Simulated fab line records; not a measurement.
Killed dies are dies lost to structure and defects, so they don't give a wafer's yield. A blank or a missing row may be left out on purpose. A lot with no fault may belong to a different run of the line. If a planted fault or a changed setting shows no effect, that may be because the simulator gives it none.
A struck lot beside a sound one :: flow berkeley-cmos170 :: 14 steps out of a route of 331
Sound: these wafers, L506.1, L506.2, L506.5. Struck: wafers L499.2, L499.3, L499.6. The cause is given at the end.
Order at every step that has rows: each side's tool, ch and its chambers, its first start. Under that, the readings that differ: sound wafers :: struck wafers :: difference of the means :: sigmas: that difference in standard deviations of wafers without a fault.
alike: readings with means less than 2 such deviations apart, plus words and numbers identical on both sides. not compared: withheld readings, readings lacking a value on some wafer, bounds such as >300 that could conceal the same value, and numbers that have no deviation in the record and whose values overlap.
Wherever a step has rows on one side only, a row that says differs or no value, or a row with sigmas, the two part there. Non-overlapping numbers with no deviation appear without sigmas and do not part them. A reading that every wafer of one side lacks parts them only if that side has two wafers or more.

first, 1 step without rows for these wafers: UCB170_M1_ANNEAL_14 (time 1200 s).
UCB170_V1_CVD_00: deposits SiO2 from TEOS/O2, target thk 2000 nm, time 250 s.
  sound on pecvd-01 ch 0,1,2, day 9 11:52; struck on pecvd-04 ch 0,1,2, day 8 05:25
  alike: heater-power-w
UCB170_V1_THK_MEAS_01:
  struck on film-metro-01, day 8 05:38; sound on film-metro-04, day 9 12:01
  alike: V1_TEOS_THK
UCB170_V1_CMP_02: polishes SiO2.
  sound on cmp-01 ch 2,3, day 9 12:13; struck on cmp-02 ch 2,3, day 8 05:41
  alike: head-pressure-psi, motor-current-A
UCB170_V1_BOW_MEAS_03:
  struck on film-metro-01, day 8 06:00; sound on film-metro-02, day 9 12:31
  alike: V1_BOW
UCB170_V1_THK_MEAS_04:
  struck on film-metro-01, day 8 06:07; sound on film-metro-02, day 9 12:38
  alike: V1_POLISHED_THK
then, 6 steps without rows for these wafers: UCB170_V1_CLEAN_05 (cleans in DIW); UCB170_V1_HMDS_06 (prime time 60 s); UCB170_V1_COAT_07 (resist thk 900 nm); UCB170_V1_SOFTBAKE_08 (time 60 s); UCB170_V1_EXPOSE_09 (exposes mask VIA1, target cd 700 nm); UCB170_V1_PEB_10.
UCB170_V1_DEVELOP_11: develop time 45 s.
  struck on litho-track-04, day 8 07:00; sound on litho-track-01 ch 0, day 9 13:00
  no value came back on the struck wafers for chill-plate-temp-C (C), develop-time-s (s), resist-line-temp-C (C); on the sound wafers chill-plate-temp-C (C) reads 22.83 23.02 22.92
reading: model.KrF_of_V1_COAT_07.thk-nm (nm)
sound: 888.5 889.8 886.7
struck: 898.7 899.9 897.9
difference: +10.5
sigmas: 
UCB170_V1_CD_MEAS_12: target cd 700 nm.
  struck on cd-sem-02, day 8 07:49; sound on cd-sem-02, day 9 13:54
reading: cd-nm (nm)
sound: 698.7 699.6 699.4
struck: - - -
difference: no value on the struck wafers
sigmas: 

WHERE THEY PART
First at UCB170_V1_DEVELOP_11; last, within this record, at UCB170_V1_CD_MEAS_12.

WHY: the cause the simulator had injected
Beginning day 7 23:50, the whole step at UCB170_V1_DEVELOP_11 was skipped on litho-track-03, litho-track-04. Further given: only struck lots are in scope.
